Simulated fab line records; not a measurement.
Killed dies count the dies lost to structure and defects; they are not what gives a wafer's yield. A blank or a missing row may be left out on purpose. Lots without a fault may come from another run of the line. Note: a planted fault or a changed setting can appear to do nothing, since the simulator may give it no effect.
fab line records | flow rit_cmos
[record] lots = 6 | wafers = 18 | last_day = 7
route steps=202 shown SILICIDE@161 CONTACT@168 M1@202
lots with no fault: from the same line, run without faults
start_h: hours from the record's opening day to when the first of the lot's shown wafers began | wait_h: hours since the lot's step before | " repeats the value in the row above | L1.1+2: several wafers, shown together as one row | - no value, or no start was given | * or withheld: withheld | < > ~ a bound
route shown NAME@n: names a module that has steps shown in the file, with the first one's number in the route | usual: mean/standard deviation taken from wafers without a fault | same: alike in all rows | chamber/n: place in a boat | sites: readings site by site | _std_site: the values' standard deviation | _edge_site: mean of outer sites minus mean of inner sites | radius_mm: for every site, how far away it sits from the centre of the wafer | mask NAME#n: copy n | behind: the tool/chamber that last shaped the wafer | hold: cause of the lot's hold/its duration in hours/its outcome | device: transistor that didn't switch, given as n, p or np | end of line: the same wafers' tests at the end of the route | a step without rows: its recipe alone | killed: dies lost to structure and defects at the first sort, not the wafer's yield | map: per-die view of a wafer (x killed, . not killed, _ where there is no die)
set.NAME: the run value of the setting; set.NAME@STEP: its run value at that earlier step | model.NAME: the simulator's own value behind a step, which no gauge read
lots at some steps of the route; a table a step, a row a wafer
services: when a tool's chamber went out of use (start_h, in hours from the record's first day, below 0 if earlier), for how many hours, and the reason
[[steps]]
[step RIT_SILICIDE_WET_ETCH_00]
[recipe] chemistry = BOE | target = SiO2 | target_depth_nm = 14 | time_s = 15 | dry = n2_spin | dilution = 10:1 | temp_c = 21.5
[step RIT_SILICIDE_SPUTTER_01]
[recipe] material = Ti | target_thk_nm = 30 | power_w = 350 | chamber_pressure_pa = 0.667 | gas = Ar | time_s = 240 | substrate_temp_c = 25
[usual] chamber_pressure_pa = 0.6669/0.0014 | substrate_temp_c = 25.00/0.1 | throttle_valve_pct = 30.2/0.96
lot.wafer | tool           | chamber | start_h | wait_h | chamber_pressure_pa | substrate_temp_c | throttle_valve_pct
L535.2    | pvd_sputter-03 | -       | 69.62   | 0.0    | 0.6657              | 24.87            | 29.9
L535.5    | "              | -       | "       | "      | 0.6660              | 24.91            | 30.1
L535.6    | "              | -       | "       | "      | 0.6658              | 25.08            | 29.7
L540.2    | pvd_sputter-01 | -       | 87.02   | 0.0    | 0.6655              | 25.07            | 29.8
L540.3    | "              | -       | "       | "      | 0.6674              | 24.96            | 30.8
L540.5    | "              | -       | "       | "      | 0.6646              | 25.14            | 29.8
L542.2    | pvd_sputter-01 | -       | 99.50   | 0.0    | 0.6667              | 25.05            | 29.8
L542.5    | "              | -       | "       | "      | 0.6658              | 25.01            | 31.4
L542.6    | "              | -       | "       | "      | 0.6665              | 24.95            | 30.1
L543.1    | pvd_sputter-03 | -       | 100.94  | 0.0    | 0.6653              | 24.86            | 29.9
L543.2    | "              | -       | "       | "      | 0.6660              | 24.96            | 31.0
L543.4    | "              | -       | "       | "      | 0.6675              | 25.02            | 29.8
L546.3    | pvd_sputter-01 | -       | 116.69  | 0.0    | 0.6658              | 24.99            | 30.9
L546.4    | "              | -       | "       | "      | 0.6679              | 25.02            | 31.3
L546.5    | "              | -       | "       | "      | 0.6656              | 24.89            | 29.9
L556.2    | pvd_sputter-01 | -       | 164.76  | 0.0    | 0.6651              | 24.79            | 30.7
L556.3    | "              | -       | "       | "      | 0.6675              | 24.96            | 29.8
L556.4    | "              | -       | "       | "      | 0.6671              | 25.16            | 29.5
[step RIT_SILICIDE_RS_MEAS_02]
[recipe] thk_meas_gauge = four-point-probe | reads = Ti_of_SILICIDE_SPUTTER_01
[usual] SILICIDE_TI_RS = 47.9/0.79
lot.wafer | tool          | chamber | start_h | wait_h | SILICIDE_TI_RS[ohm/sq]
L535.2    | film_metro-01 | -       | 69.79   | 0.1    | 48.4
L535.5    | "             | -       | "       | "      | 47.8
L535.6    | "             | -       | "       | "      | 48.3
L540.2    | film_metro-04 | -       | 87.19   | 0.1    | 47.6
L540.3    | "             | -       | "       | "      | 48.2
L540.5    | "             | -       | "       | "      | 47.5
L542.2    | film_metro-02 | -       | 99.67   | 0.1    | 48.5
L542.5    | "             | -       | "       | "      | 49.5
L542.6    | "             | -       | "       | "      | 48.7
L543.1    | film_metro-04 | -       | 101.09  | 0.1    | 47.4
L543.2    | "             | -       | "       | "      | 48.1
L543.4    | "             | -       | "       | "      | 48.0
L546.3    | film_metro-04 | -       | 116.88  | 0.1    | 46.9
L546.4    | "             | -       | "       | "      | 48.8
L546.5    | "             | -       | "       | "      | 47.2
L556.2    | film_metro-01 | -       | 164.93  | 0.1    | 47.8
L556.3    | "             | -       | "       | "      | 47.6
L556.4    | "             | -       | "       | "      | 48.1
[step RIT_SILICIDE_THK_MEAS_03]
[recipe] thk_meas_gauge = xrf | reads = Ti_of_SILICIDE_SPUTTER_01
[usual] SILICIDE_TI_THK = 29.8/0.42
lot.wafer | tool          | chamber | start_h | wait_h | SILICIDE_TI_THK[nm]
L535.2    | film_metro-01 | -       | 69.90   | 0.1    | 29.5
L535.5    | "             | -       | "       | "      | 29.8
L535.6    | "             | -       | "       | "      | 29.6
L540.2    | film_metro-04 | -       | 87.30   | 0.1    | 30.0
L540.3    | "             | -       | "       | "      | 29.6
L540.5    | "             | -       | "       | "      | 30.0
L542.2    | film_metro-02 | -       | 99.78   | 0.1    | 29.7
L542.5    | "             | -       | "       | "      | 29.1
L542.6    | "             | -       | "       | "      | 29.7
L543.1    | film_metro-04 | -       | 101.21  | 0.1    | 29.7
L543.2    | "             | -       | "       | "      | 29.6
L543.4    | "             | -       | "       | "      | 29.5
L546.3    | film_metro-04 | -       | 116.98  | 0.1    | 30.1
L546.4    | "             | -       | "       | "      | 29.1
L546.5    | "             | -       | "       | "      | 29.8
L556.2    | film_metro-01 | -       | 165.04  | 0.1    | 29.6
L556.3    | "             | -       | "       | "      | 29.9
L556.4    | "             | -       | "       | "      | 29.6
[step RIT_SILICIDE_RTA_04]
[recipe] temp_c = 650 | time_s = 10 | idle_temp_c = 25 | ramp_up_s = 5 | ramp_down_s = 5 | cool_to_c = 25 | ambient = N2
[usual] wafer_temp_C_max = 653.8/0.74
lot.wafer | tool          | chamber | start_h | wait_h | wafer_temp_C_max
L535.2    | rtp_anneal-01 | 0       | 69.96   | 0.1    | 655.3
L535.5    | "             | 0       | "       | "      | 653.5
L535.6    | "             | 0       | "       | "      | 654.7
L540.2    | rtp_anneal-02 | 0       | 87.36   | 0.1    | 654.2
L540.3    | "             | 0       | "       | "      | 656.3
L540.5    | "             | 0       | "       | "      | 653.7
L542.2    | rtp_anneal-02 | 0       | 99.84   | 0.1    | 652.8
L542.5    | "             | 0       | "       | "      | 652.8
L542.6    | "             | 0       | "       | "      | 652.9
L543.1    | rtp_anneal-01 | 0       | 101.27  | 0.1    | 655.2
L543.2    | "             | 0       | "       | "      | 654.6
L543.4    | "             | 0       | "       | "      | 653.6
L546.3    | rtp_anneal-02 | 0       | 117.05  | 0.1    | 655.0
L546.4    | "             | 0       | "       | "      | 654.0
L546.5    | "             | 0       | "       | "      | 654.4
L556.2    | rtp_anneal-02 | 0       | 165.10  | 0.1    | 654.0
L556.3    | "             | 0       | "       | "      | 653.4
L556.4    | "             | 0       | "       | "      | 652.7
[step RIT_SILICIDE_WET_ETCH_05]
[recipe] chemistry = SPM | target = Ti | temp_c = 90 | time_s = 120 | dry = n2_spin
[step RIT_SILICIDE_RTA_06]
[recipe] temp_c = 750 | time_s = 10 | idle_temp_c = 25 | ramp_up_s = 5 | ramp_down_s = 10 | cool_to_c = 25 | ambient = N2
[usual] wafer_temp_C_max = 754.4/0.87
lot.wafer | tool          | chamber | start_h | wait_h | wafer_temp_C_max
L535.2    | rtp_anneal-02 | 0       | 70.07   | 0.0    | 754.5
L535.5    | "             | 0       | "       | "      | 753.6
L535.6    | "             | 0       | "       | "      | 754.6
L540.2    | rtp_anneal-01 | 0       | 87.47   | 0.0    | 754.6
L540.3    | "             | 0       | "       | "      | 754.0
L540.5    | "             | 0       | "       | "      | 754.4
L542.2    | rtp_anneal-01 | 0       | 99.95   | 0.0    | 755.3
L542.5    | "             | 0       | "       | "      | 755.0
L542.6    | "             | 0       | "       | "      | 755.8
L543.1    | rtp_anneal-02 | 0       | 101.38  | 0.0    | 753.8
L543.2    | "             | 0       | "       | "      | 754.4
L543.4    | "             | 0       | "       | "      | 754.6
L546.3    | rtp_anneal-01 | 0       | 117.15  | 0.0    | 753.6
L546.4    | "             | 0       | "       | "      | 754.6
L546.5    | "             | 0       | "       | "      | 754.3
L556.2    | rtp_anneal-01 | 0       | 165.22  | 0.0    | 754.7
L556.3    | "             | 0       | "       | "      | 755.6
L556.4    | "             | 0       | "       | "      | 755.2
[step RIT_CONTACT_CVD_00]
[recipe] material = SiO2 | target_thk_nm = 400 | precursor = TEOS | temp_c = 390 | time_s = 61 | rf_w = 400
[usual] heater_power_w = 330/54
lot.wafer | tool     | chamber | start_h | wait_h | heater_power_w
L535.2    | pecvd-02 | 1       | 70.12   | 0.0    | 379
L535.5    | "        | 0       | "       | "      | 371
L535.6    | "        | 1       | "       | "      | 394
L540.2    | pecvd-04 | 1       | 87.53   | 0.0    | 345
L540.3    | "        | 0       | "       | "      | 277
L540.5    | "        | 2       | "       | "      | 334
L542.2    | pecvd-01 | 0       | 100.00  | 0.0    | 289
L542.5    | "        | 1       | "       | "      | 306
L542.6    | "        | 2       | "       | "      | 380
L543.1    | pecvd-04 | 1       | 101.44  | 0.1    | 383
L543.2    | "        | 2       | "       | "      | 366
L543.4    | "        | 0       | "       | "      | 258
L546.3    | pecvd-04 | 1       | 117.20  | 0.0    | 311
L546.4    | "        | 2       | "       | "      | 293
L546.5    | "        | 0       | "       | "      | 264
L556.2    | pecvd-02 | 0       | 165.33  | 0.1    | 315
L556.3    | "        | 1       | "       | "      | 405
L556.4    | "        | 0       | "       | "      | 334
[step RIT_CONTACT_THK_MEAS_01]
[recipe] reads = SiO2_of_CONTACT_CVD_00
[usual] CONTACT_TEOS_THK = 402/6.6
lot.wafer | tool          | chamber | start_h | wait_h | CONTACT_TEOS_THK[nm]
L535.2    | film_metro-02 | -       | 70.18   | 0.0    | 402
L535.5    | "             | -       | "       | "      | 398
L535.6    | "             | -       | "       | "      | 406
L540.2    | film_metro-02 | -       | 87.59   | 0.0    | 393
L540.3    | "             | -       | "       | "      | 395
L540.5    | "             | -       | "       | "      | 400
L542.2    | film_metro-04 | -       | 100.06  | 0.0    | 400
L542.5    | "             | -       | "       | "      | 410
L542.6    | "             | -       | "       | "      | 408
L543.1    | film_metro-02 | -       | 101.50  | 0.0    | 393
L543.2    | "             | -       | "       | "      | 391
L543.4    | "             | -       | "       | "      | 401
L546.3    | film_metro-03 | -       | 117.27  | 0.0    | 395
L546.4    | "             | -       | "       | "      | 404
L546.5    | "             | -       | "       | "      | 401
L556.2    | film_metro-04 | -       | 165.42  | 0.1    | 401
L556.3    | "             | -       | "       | "      | 412
L556.4    | "             | -       | "       | "      | 407
[step RIT_CONTACT_HMDS_02]
[recipe] prime_time_s = 60 | prime_temp_c = 140
[step RIT_CONTACT_COAT_03]
[recipe] resist = NOVOLAK | spin_rpm = 3250 | resist_thk_nm = 1000
[step RIT_CONTACT_SOFTBAKE_04]
[recipe] resist = NOVOLAK | temp_c = 90 | time_s = 60
[step RIT_CONTACT_EXPOSE_05]
[recipe] mask_id = M11 | na = 0.6 | source_shape = conventional | sigma_outer = 0.5 | target_cd_nm = 1000 | dose_mj = 250
[usual] exposure_dose_mJ_cm2 = 249.97/0.25 | stage_vel_mm_s = 500.01/0.22
lot.wafer | tool             | chamber | start_h | wait_h | mask  | exposure_dose_mJ_cm2 | stage_vel_mm_s
L535.2    | iline_stepper-02 | 0       | 70.97   | 0.4    | M11#0 | 250.10               | 499.82
L535.5    | "                | 0       | "       | "      | M11#0 | 249.35               | 500.27
L535.6    | "                | 0       | "       | "      | M11#0 | 249.75               | 499.80
L540.2    | iline_stepper-02 | 0       | 88.23   | 0.2    | M11#0 | 250.02               | 499.66
L540.3    | "                | 0       | "       | "      | M11#0 | 250.00               | 499.78
L540.5    | "                | 0       | "       | "      | M11#0 | 249.98               | 500.16
L542.2    | iline_stepper-02 | 0       | 100.58  | 0.1    | M11#0 | 235.58               | 500.23
L542.5    | "                | 0       | "       | "      | M11#0 | 235.29               | 500.36
L542.6    | "                | 0       | "       | "      | M11#0 | 235.32               | 500.54
L543.1    | iline_stepper-02 | 0       | 102.01  | 0.1    | M11#0 | 238.07               | 499.79
L543.2    | "                | 0       | "       | "      | M11#0 | 238.09               | 499.77
L543.4    | "                | 0       | "       | "      | M11#0 | 237.92               | 500.01
L546.3    | iline_stepper-01 | 0       | 117.80  | 0.1    | M11#0 | 250.35               | 499.80
L546.4    | "                | 0       | "       | "      | M11#0 | 249.81               | 499.94
L546.5    | "                | 0       | "       | "      | M11#0 | 249.96               | 499.71
L556.2    | iline_stepper-01 | 0       | 165.94  | 0.1    | M11#0 | 249.79               | 500.15
L556.3    | "                | 0       | "       | "      | M11#0 | 249.88               | 500.49
L556.4    | "                | 0       | "       | "      | M11#0 | 249.88               | 500.18
[step RIT_CONTACT_PEB_06]
[recipe] resist = NOVOLAK | temp_c = withheld | time_s = withheld
[step RIT_CONTACT_DEVELOP_07]
[recipe] resist = NOVOLAK | develop_time_s = 120 | dev_temp_c = 23
[step RIT_CONTACT_CD_MEAS_08]
[recipe] target_cd_nm = 1000
[usual] cd_nm = 1000.6/2.5
lot.wafer | tool      | chamber | start_h | wait_h | cd_nm
L535.2    | cd_sem-02 | -       | 71.62   | -      | 999.5
L535.5    | "         | -       | "       | "      | 999.6
L535.6    | "         | -       | "       | "      | 998.6
L540.2    | cd_sem-02 | -       | 88.75   | -      | 1000.0
L540.3    | "         | -       | "       | "      | 995.0
L540.5    | "         | -       | "       | "      | 996.7
L542.2    | cd_sem-02 | -       | 101.10  | -      | 987.4
L542.5    | "         | -       | "       | "      | 984.9
L542.6    | "         | -       | "       | "      | 986.3
L543.1    | cd_sem-02 | -       | 102.52  | -      | 990.0
L543.2    | "         | -       | "       | "      | 989.1
L543.4    | "         | -       | "       | "      | 986.3
L546.3    | cd_sem-01 | -       | 118.32  | -      | 998.3
L546.4    | "         | -       | "       | "      | 1000.5
L546.5    | "         | -       | "       | "      | 997.9
L556.2    | cd_sem-01 | -       | 166.45  | -      | 999.9
L556.3    | "         | -       | "       | "      | 1001.2
L556.4    | "         | -       | "       | "      | 1002.4
[step RIT_CONTACT_OVL_MEAS_09]
[usual] CONTACT_OVL = 0.3/1.4
lot.wafer | tool       | chamber | start_h | wait_h | CONTACT_OVL[nm]
L535.2    | overlay-01 | -       | 71.72   | 0.1    | 2.0
L535.5    | "          | -       | "       | "      | -0.8
L535.6    | "          | -       | "       | "      | 0.2
L540.2    | overlay-02 | -       | 88.85   | 0.1    | 0.0
L540.3    | "          | -       | "       | "      | -0.4
L540.5    | "          | -       | "       | "      | -1.1
L542.2    | overlay-02 | -       | 101.20  | 0.1    | 1.4
L542.5    | "          | -       | "       | "      | 0.6
L542.6    | "          | -       | "       | "      | -0.9
L543.1    | overlay-02 | -       | 102.64  | 0.1    | 2.3
L543.2    | "          | -       | "       | "      | 0.9
L543.4    | "          | -       | "       | "      | 0.4
L546.3    | overlay-01 | -       | 118.41  | 0.1    | 0.4
L546.4    | "          | -       | "       | "      | 1.0
L546.5    | "          | -       | "       | "      | -0.4
L556.2    | overlay-02 | -       | 166.56  | 0.1    | 0.1
L556.3    | "          | -       | "       | "      | -1.4
L556.4    | "          | -       | "       | "      | -1.8
[step RIT_CONTACT_HARDBAKE_10]
[recipe] resist = NOVOLAK | temp_c = 140 | time_s = 60
[step RIT_CONTACT_ETCH_11]
[recipe] target_depth_a = 4800 | over_etch_frac = 0.2 | stop_on = TiSi2 | chemistry = CHF3/CF4/Ar | target = SiO2 | CHF3_flow_sccm = 50 | cf4_flow_sccm = 10 | Ar_flow_sccm = 100 | O2_flow_sccm = 5 | pressure_mtorr = 100 | rf_w = 200 | time_s = 320
[usual] drypump_motor_current_A = 5.70/0.21 | oes_product_au = 0.988/0.012 | throttle_valve_pct = 8.88/0.15
lot.wafer | tool        | chamber | start_h | wait_h | drypump_motor_current_A | oes_product_au | rf_hours_counter_h | throttle_valve_pct | model.CONTACT.cd_nm
L535.2    | rie_diel-01 | 1       | 72.02   | 0.1    | 5.78                    | 0.989          | 134                | 8.96               | 999.8
L535.5    | "           | 3       | "       | "      | 5.45                    | 1.004          | -                  | 8.96               | 999.8
L535.6    | "           | 1       | "       | "      | 5.79                    | 0.983          | -                  | 8.96               | 999.5
L540.2    | rie_diel-04 | 0       | 89.03   | 0.1    | 5.87                    | 1.003          | 1                  | 8.84               | 1001
L540.3    | "           | 2       | "       | "      | 6.01                    | 1.000          | 150                | 8.74               | 995.9
L540.5    | "           | 0       | "       | "      | 5.88                    | 1.002          | -                  | 8.85               | 997.3
L542.2    | rie_diel-02 | 1       | 101.38  | 0.1    | 5.37                    | 0.992          | 118                | 9.10               | 987.1
L542.5    | "           | 0       | "       | "      | 5.71                    | 0.966          | -                  | 8.76               | 984.7
L542.6    | "           | 3       | "       | "      | 6.00                    | 0.965          | -                  | 8.61               | 985.9
L543.1    | rie_diel-01 | 2       | 102.83  | 0.1    | 5.65                    | 0.985          | 26                 | 8.71               | 990.1
L543.2    | "           | 0       | "       | "      | 5.75                    | 0.984          | 152                | 9.10               | 989.3
L543.4    | "           | 1       | "       | "      | 5.78                    | 0.980          | 135                | 8.97               | 986.2
L546.3    | rie_diel-02 | 0       | 118.58  | 0.1    | 5.70                    | 0.972          | 4                  | 8.75               | 998
L546.4    | "           | 3       | "       | "      | 6.01                    | 0.968          | -                  | 8.63               | 1000
L546.5    | "           | 1       | "       | "      | 5.34                    | 0.988          | -                  | 9.09               | 997.9
L556.2    | rie_diel-01 | 1       | 166.74  | 0.1    | 5.80                    | 0.986          | 137                | 8.96               | 999.7
L556.3    | "           | 0       | "       | "      | 5.80                    | 0.983          | 0                  | 9.09               | 1001
L556.4    | "           | 1       | "       | "      | 5.77                    | 0.993          | -                  | 8.96               | -
[step RIT_CONTACT_STRIP_12]
[recipe] chemistry = O2 | time_s = 180 | resist = NOVOLAK | platen_temp_c = withheld | power_w = 500 | pressure_mtorr = 4000 | o2_flow_sccm = 4000
[usual] drypump_motor_current_A = 6.1/0.56 | o2_flow_sccm = 3999/13 | rf_refl_power_W = 7.3/0.69
lot.wafer | tool            | chamber | start_h | wait_h | drypump_motor_current_A | o2_flow_sccm | rf_hours_counter_h | rf_refl_power_W
L535.2    | plasma_asher-02 | 0       | 72.21   | 0.1    | 5.3                     | 3990         | 42                 | 5.5
L535.5    | "               | 1       | "       | "      | 5.0                     | 3988         | -                  | 7.7
L535.6    | "               | 0       | "       | "      | 5.3                     | 3985         | -                  | 5.6
L540.2    | plasma_asher-03 | 0       | 89.23   | 0.1    | 6.6                     | 4011         | 44                 | 7.2
L540.3    | "               | 0       | "       | "      | 6.6                     | 4006         | -                  | 7.3
L540.5    | "               | 0       | "       | "      | 6.6                     | 4006         | -                  | 7.2
L542.2    | plasma_asher-03 | 1       | 101.58  | 0.1    | 6.2                     | 4012         | 45                 | 6.7
L542.5    | "               | 0       | "       | "      | 6.6                     | 4020         | -                  | 7.3
L542.6    | "               | 1       | "       | "      | 6.2                     | 4015         | -                  | 6.9
L543.1    | plasma_asher-04 | 0       | 103.02  | 0.1    | 6.6                     | 3993         | 32                 | 7.3
L543.2    | "               | 1       | "       | "      | 5.7                     | 3996         | 32                 | 7.7
L543.4    | "               | 1       | "       | "      | 5.7                     | 4002         | -                  | 7.8
L546.3    | plasma_asher-04 | 0       | 118.84  | 0.2    | 6.6                     | 4012         | -                  | 7.1
L546.4    | "               | 1       | "       | "      | 5.7                     | 3992         | -                  | 8.2
L546.5    | "               | 1       | "       | "      | 5.7                     | 3997         | -                  | 7.9
L556.2    | plasma_asher-04 | 0       | 166.93  | 0.1    | 6.6                     | 4006         | 40                 | 7.4
L556.3    | "               | 1       | "       | "      | 5.7                     | 3982         | -                  | 7.8
L556.4    | "               | 0       | "       | "      | 6.6                     | 3991         | -                  | 7.5
[step RIT_M1_PROBE_99]
[usual] killed_at_front_end = 7/3 | killed_dies = 8/3 | killed_open = 3.7/2 | killed_short = 3.8/2.1
[same] gross_dies = 264 | killed_at_M0_to_M3 = 0 | killed_at_M4_up = 0 | killed_at_back_side = 0 | killed_at_contacts = 0 | killed_at_other = 0
lot.wafer | tool      | chamber | start_h | wait_h | killed_at_front_end | killed_dies | killed_open | killed_short | model.etest.contact_to_gate.bv_left_v | model.etest.contact_to_gate.bv_right_v
L535.2    | prober-01 | -       | 77.13   | 0.1    | 3                   | 3           | 0           | 3            | 91.1                                  | 91.24
L535.5    | prober-01 | -       | 77.28   | 0.2    | 15                  | 15          | 8           | 7            | 92.29                                 | 92.26
L535.6    | prober-01 | -       | 77.33   | 0.2    | 10                  | 10          | 4           | 6            | 92.8                                  | 90.08
L540.2    | prober-02 | -       | 93.97   | 0.1    | 7                   | 7           | 4           | 3            | 88.16                                 | 90.82
L540.3    | prober-02 | -       | 94.02   | 0.2    | 5                   | 5           | 4           | 1            | 88.33                                 | 89.58
L540.5    | prober-02 | -       | 94.12   | 0.2    | 5                   | 5           | 3           | 2            | 90.2                                  | 92.63
L542.2    | prober-02 | -       | 106.47  | 0.1    | 7                   | 7           | 4           | 3            | 93.84                                 | 96.21
L542.5    | prober-02 | -       | 106.62  | 0.2    | 10                  | 10          | 6           | 4            | 93.84                                 | 93.78
L542.6    | prober-02 | -       | 106.67  | 0.2    | 10                  | 10          | 3           | 7            | 95.01                                 | 94.21
L543.1    | prober-01 | -       | 108.67  | 0.1    | 6                   | 6           | 2           | 4            | 94.06                                 | 93.35
L543.2    | prober-01 | -       | 108.72  | 0.1    | 13                  | 13          | 7           | 6            | 93.77                                 | 92.68
L543.4    | prober-01 | -       | 108.82  | 0.2    | 4                   | 4           | 1           | 3            | 94.5                                  | 92.12
L546.3    | prober-02 | -       | 123.53  | 0.2    | 7                   | 7           | 5           | 2            | 88.26                                 | 90.58
L546.4    | prober-02 | -       | 123.58  | 0.2    | 7                   | 7           | 4           | 3            | 90.09                                 | 89.96
L546.5    | prober-02 | -       | 123.63  | 0.2    | 9                   | 9           | 6           | 3            | 93.29                                 | 94.21
L556.2    | prober-02 | -       | 171.77  | 0.1    | 7                   | 7           | 1           | 5            | 89.91                                 | 89.3
L556.3    | prober-02 | -       | 171.82  | 0.2    | 7                   | 7           | 2           | 4            | 89.8                                  | 90.84
L556.4    | prober-02 | -       | 171.87  | 0.2    | 10                  | 10          | 4           | 5            | 89.63                                 | 90.2
// killed by level:class
L535.2 GATE:geometric_particle:short=1 SPACER:geometric_particle:short=1 SILICIDE:geometric_particle:short=1
L535.5 GATE:geometric_particle:open=4 SPACER:geometric_particle:short=3 REOX:geometric_particle:short=2 SPACER:geometric_particle:open=2 FOX2:geometric_particle:short=1 REOX:geometric_particle:open=1 SILICIDE:geometric_particle:open=1 SILICIDE:geometric_particle:short=1
L535.6 GATE:geometric_particle:short=3 REOX:geometric_particle:open=3 FOX1:geometric_particle:short=1 FOX2:geometric_particle:short=1 SPACER:geometric_particle:short=1 SPACER:geometric_particle:open=1
L540.2 FOX1:geometric_particle:short=1 FOX1:geometric_particle:open=1 GATE:geometric_particle:open=1 GATE:geometric_particle:short=1 REOX:geometric_particle:open=1 SPACER:geometric_particle:open=1 SILICIDE:geometric_particle:short=1
L540.3 SPACER:geometric_particle:open=2 REOX:geometric_particle:open=1 SPACER:geometric_particle:short=1 SILICIDE:geometric_particle:open=1
L540.5 FOX1:geometric_particle:open=2 FOX1:geometric_particle:short=1 GATE:geometric_particle:short=1 REOX:geometric_particle:open=1
L542.2 GATE:geometric_particle:open=3 GATE:geometric_particle:short=2 SPACER:geometric_particle:open=1 SPACER:geometric_particle:short=1
L542.5 GATE:geometric_particle:open=3 SPACER:geometric_particle:short=2 ACTIVE:geometric_particle:open=1 FOX1:geometric_particle:open=1 FOX2:geometric_particle:short=1 GATE:geometric_particle:short=1 SPACER:geometric_particle:open=1
L542.6 SPACER:geometric_particle:short=4 FOX2:geometric_particle:open=1 GATE:geometric_particle:short=1 REOX:geometric_particle:open=1 REOX:geometric_particle:short=1 SPACER:geometric_particle:open=1 SILICIDE:geometric_particle:short=1
L543.1 SILICIDE:geometric_particle:short=3 GATE:geometric_particle:short=1 REOX:geometric_particle:open=1 SILICIDE:geometric_particle:open=1
L543.2 FOX2:geometric_particle:open=2 GATE:geometric_particle:short=2 GATE:geometric_particle:open=2 SILICIDE:geometric_particle:open=2 SILICIDE:geometric_particle:short=2 FOX1:geometric_particle:short=1 REOX:geometric_particle:short=1 REOX:geometric_particle:open=1
L543.4 SPACER:geometric_particle:short=2 FOX1:geometric_particle:open=1 FOX2:geometric_particle:short=1
L546.3 FOX2:geometric_particle:open=2 GATE:geometric_particle:short=2 FOX1:geometric_particle:open=1 GATE:geometric_particle:open=1 SPACER:geometric_particle:open=1
L546.4 GATE:geometric_particle:open=2 FOX1:geometric_particle:open=1 GATE:geometric_particle:short=1 REOX:geometric_particle:short=1 REOX:geometric_particle:open=1 SPACER:geometric_particle:short=1
L546.5 GATE:geometric_particle:open=2 SILICIDE:geometric_particle:open=2 GATE:geometric_particle:short=1 REOX:geometric_particle:short=1 REOX:geometric_particle:open=1 SPACER:geometric_particle:open=1 SILICIDE:geometric_particle:short=1
L556.2 GATE:geometric_particle:short=2 SILICIDE:geometric_particle:short=2 FOX1:geometric_particle:short=1 GATE:geometric_particle:open=1 PRETRO:coat_microbubble_printed=1
L556.3 GATE:geometric_particle:open=2 SPACER:geometric_particle:short=2 GATE:geometric_particle:short=1 SILICIDE:geometric_particle:short=1 PRETRO:coat_microbubble_printed=1
L556.4 SILICIDE:geometric_particle:short=2 FOX2:geometric_particle:short=1 GATE:geometric_particle:short=1 GATE:geometric_particle:open=1 REOX:geometric_particle:open=1 SPACER:geometric_particle:short=1 SPACER:geometric_particle:open=1 SILICIDE:geometric_particle:open=1
[[services]]
tool             | chamber | start_h | hours | kind
iline_stepper-02 | 0       | 48.47   | -     | calibration
rie_diel-01      | 3       | 48.77   | 5.7   | repair
plasma_asher-03  | -       | 53.22   | 1.4   | repair
rie_diel-01      | 3       | 54.52   | 7.7   | repair
iline_stepper-02 | -       | 63.82   | 2.4   | repair
pecvd-04         | -       | 66.59   | 2.4   | repair
rie_diel-02      | -       | 69.61   | 0.8   | repair
iline_stepper-01 | -       | 69.80   | 1.7   | pm
rie_diel-01      | 2       | 71.12   | 4.4   | repair
rie_diel-01      | 0       | 74.13   | 4.8   | repair
rie_diel-04      | -       | 75.58   | 2.8   | pm
rie_diel-04      | -       | 87.53   | 0.4   | repair
pecvd-04         | -       | 98.63   | 2.8   | pm
iline_stepper-02 | -       | 106.40  | 6.0   | repair
rie_diel-04      | 2       | 109.46  | 16.7  | repair
rie_diel-02      | 2       | 111.94  | 8.3   | repair
plasma_asher-03  | -       | 116.76  | 2.8   | pm
rie_diel-01      | 0       | 133.89  | -     | clean
rie_diel-01      | 0       | 133.89  | 17.2  | scheduled_down
rie_diel-01      | 0       | 133.89  | 17.2  | vent_cycle
pecvd-01         | 1       | 137.14  | 10.7  | repair
pecvd-02         | 0       | 139.51  | 4.0   | repair
plasma_asher-02  | -       | 147.75  | 0.7   | repair
pecvd-02         | 2       | 155.84  | 14.3  | repair
[[key]]
[first_sign] step = RIT_CONTACT_EXPOSE_05 | reading = exposure_dose_mJ_cm2 | direction = down | sigmas = 54 | usual = 249.97 | struck = 236.71
[effect] step = RIT_CONTACT_CD_MEAS_08 | reading = cd_nm | direction = down | sigmas = 5.4 | usual = 1000.6 | struck = 987.3 | through = control_loop
[model_effect] step = RIT_CONTACT_ETCH_11 | value = CONTACT.cd_nm | without = 1003 | struck = 987.2
[model_effect] step = RIT_M1_PROBE_99 | value = etest.contact_to_gate.bv_left_v | without = 90.35 | struck = 94.17
met_at RIT_CONTACT_EXPOSE_05
struck_wafers L542.2,L542.5,L542.6,L543.1,L543.2,L543.4
tester_left_out L542,L543
[loop_trim] step = RIT_CONTACT_EXPOSE_05 | setting = dose | lots = L543
onset_between 88.23 100.58
[fault] kind = process_parameter_drift | tool = iline_stepper-02 | chamber = - | onset_h = 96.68 | steps = RIT_CONTACT_EXPOSE_05 | channel = dose_mj | offset = -14.632 | shape = step | acts_in = these_recipes_only | stated = 250
// tester_left_out: of these lots the tester's yield and bins aren't shown, on N5 and GAA mostly nor the transistor test; their killed dies are dies lost to structure and defects alone, not to doping, threshold or leakage, so they don't give the yield
// loop_trim: a control loop set the setting to another value than it would have without faults
